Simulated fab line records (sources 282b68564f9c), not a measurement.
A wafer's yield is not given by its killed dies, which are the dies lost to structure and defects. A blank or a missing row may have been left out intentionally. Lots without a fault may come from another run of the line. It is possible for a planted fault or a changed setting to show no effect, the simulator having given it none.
A lot that was struck, set against a sound lot / flow rit cmos / 20 steps out of a route of 202
Sound: the wafers L733.2, L733.3, L733.6. Wafers L721.4, L721.5, L721.6 were the ones struck. The cause is given at the end.
Order at every step that has rows: each side's tool, ch and its chambers, its first start. Under that, the readings that differ: sound wafers / struck wafers / difference of the means / sigmas: that difference in standard deviations of wafers without a fault.
alike: words and numbers the same on both sides, and readings whose means are apart by under 2 such deviations; not compared: readings that were withheld, readings missing a value for some wafer, numbers with overlapping values and no deviation given by the record, and bounds like >300 which may hide the same value.
Wherever a step has rows on one side only, a row that says differs or no value, or a row with sigmas, the two part there. Numbers that have no deviation but don't overlap get no sigmas and don't part them. Lack of a reading on every wafer of one side parts them only where that side has two or more wafers.

first, 4 steps without rows for these wafers: RIT_ACTIVE_SOFTBAKE_07 (time 60 s); RIT_ACTIVE_EXPOSE_08 (exposes mask M1, target cd 1400 nm); RIT_ACTIVE_PEB_09; RIT_ACTIVE_DEVELOP_10 (develop time 50 s).
RIT_ACTIVE_CD_MEAS_11: target cd 1400 nm.
  struck on cd sem-01, day 2 22:29; sound on cd sem-02, day 5 09:41
reading=cd nm (nm); sound=1403.8 1404.4 1405.1; struck=1400.6 1400.1 1398.8; difference=-4.6; sigmas=-2
then, 1 step without rows for these wafers: RIT_ACTIVE_HARDBAKE_12 (time 60 s).
RIT_ACTIVE_ETCH_13: etches Si3N4 in SF6, stops on SiO2, time 201.2 s, target depth 210 nm.
  sound on rie diel-03 ch 0,3, day 5 09:56; struck on rie diel-01 ch 2,3, day 2 22:46
reading=oes product au (a.u.); sound=0.813 0.823 0.818; struck=0.846 0.846 0.865; difference=+0.034; sigmas=+3
  alike: drypump motor current A, throttle valve pct
  not compared: rf hours counter h
RIT_ACTIVE_STRIP_14: strips in O2, time 180 s.
  sound on plasma asher-02 ch 0,1, day 5 10:04; struck on plasma asher-03 ch 0,1, day 2 22:57
  alike: drypump motor current A
  not compared: rf hours counter h
RIT_ACTIVE_CD_MEAS_90: target cd 1400 nm.
  struck on cd sem-02, day 2 23:07; sound on cd sem-01, day 5 10:16
reading=cd nm (nm); sound=1403.7 1404.8 1404.9; struck=1400.6 1400.4 1398.6; difference=-4.6; sigmas=-2
then, 3 steps without rows for these wafers: RIT_ACTIVE_CLEAN_15 (cleans in SC1, time 600 s); RIT_ACTIVE_CLEAN_16 (cleans in dHF, time 30 s); RIT_ACTIVE_CLEAN_17 (cleans in SC2, time 600 s).
RIT_FOX1_OXIDATION_00: target thk 350.7 nm, ox time 1130 s.
  sound on furnace-03 ch 0, day 5 11:03; struck on furnace-03 ch 0, day 3 01:56
  alike: ox temp c, tube_center_temp_C_max
RIT_FOX1_THK_MEAS_01:
  struck on film metro-03, day 3 03:22; sound on film metro-03, day 5 12:23
reading=FOX1_OXIDE_THK (nm); sound=342 352 343; struck=536 544 538; difference=+194; sigmas=+33
RIT_FOX1_WET_ETCH_02: etches SiO2 in BOE, target depth 350 nm, time 390 s.
  sound on wet bench-04 ch 2, day 5 12:26; struck on wet bench-03 ch 2, day 3 03:24
reading=model.Si3N4_of_ACTIVE_CVD_03.thk nm (nm); sound=137.9 137.6 137.8; struck=136.1 136.5 135.6; difference=-1.7; sigmas=
then, 1 step without rows for these wafers: RIT_FOX2_OXIDATION_00 (target thk 350.7 nm, ox time 1130 s).
RIT_FOX2_THK_MEAS_01:
  struck on film metro-01, day 3 05:34; sound on film metro-01, day 5 15:49
reading=FOX2_OXIDE_THK (nm); sound=361 361 357; struck=340 346 342; difference=-17; sigmas=-3
RIT_FOX2_CLEAN_02: cleans in dHF, time 180 s.
  sound on wet bench-04 ch 0, day 5 15:52; struck on wet bench-04 ch 2, day 3 05:36
reading=model.Si3N4_of_ACTIVE_CVD_03.thk nm (nm); sound=130.8 130.5 130.8; struck=129.1 129.5 128.5; difference=-1.7; sigmas=
then, 1 step without rows for these wafers: RIT_FOX2_WET_ETCH_03 (etches Si3N4 in H3PO4, target depth 195 nm, time 2700 s).
RIT_M1_PROBE_99:
  struck on prober-01, day 5 04:15; sound on prober-01, day 7 06:43
  alike: killed at front end, killed dies, killed open, killed short

== WHERE THEY PART ==
Earliest at RIT_ACTIVE_CD_MEAS_11; latest, in this record, at RIT_FOX2_THK_MEAS_01. Later steps at which nothing parts them and some readings are alike: RIT_M1_PROBE_99.

WHY: what had been put in by the simulator
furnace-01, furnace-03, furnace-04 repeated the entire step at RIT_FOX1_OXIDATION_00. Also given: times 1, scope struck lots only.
